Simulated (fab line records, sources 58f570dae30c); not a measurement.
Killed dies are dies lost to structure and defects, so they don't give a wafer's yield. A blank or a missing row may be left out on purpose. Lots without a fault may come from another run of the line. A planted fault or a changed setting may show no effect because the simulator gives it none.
Which tool did it? | flow berkeley_cmos170 | 7 lots, 21 wafers sampled, at 1 step of a route of 331

WHAT THE GAUGES READ, wafer by wafer
UCB170_GATE_THK_MEAS_05.
lot  | measured     | on            | GATE_POLY_THK (nm)
L278 | day 6 04:52  | film_metro-02 | 215.0 214.8 215.1
L282 | day 6 23:11  | film_metro-03 | 214.6 216.2 214.2
L286 | day 8 02:57  | film_metro-03 | 212.7 213.4 212.4
L293 | day 9 15:28  | film_metro-02 | 219.9 218.7 219.6
L295 | day 9 20:29  | film_metro-02 | 209.5 212.6 214.2
L298 | day 10 20:52 | film_metro-03 | 212.7 212.2 214.0
L299 | day 10 20:55 | film_metro-03 | 209.7 211.5 209.2

WHICH TOOL RAN EACH LOT (tool, then ch and the chambers of the sampled wafers, then the start)
The record holds no process step before these readings.

THE ANSWER, worked out from the rows above alone
Rule: what is usual is taken from the lots themselves. Put in order of their means at a reading, lots are off if they are a third of the lots or fewer, leave a main group of 4 or more, and stand apart from it by a gap of 3 or more times the standard deviation of the main group's means; of several such gaps the widest counts. A main group whose means are all the same, to the digits that the tables above print for the reading, isn't used. A lot without any number at a reading at which 4 lots or more have one is off too. The other lots that the step has rows for count as sound.
No lot is off at any reading shown: from this, nothing can be told.

WHAT THE SIMULATOR HAD PUT IN
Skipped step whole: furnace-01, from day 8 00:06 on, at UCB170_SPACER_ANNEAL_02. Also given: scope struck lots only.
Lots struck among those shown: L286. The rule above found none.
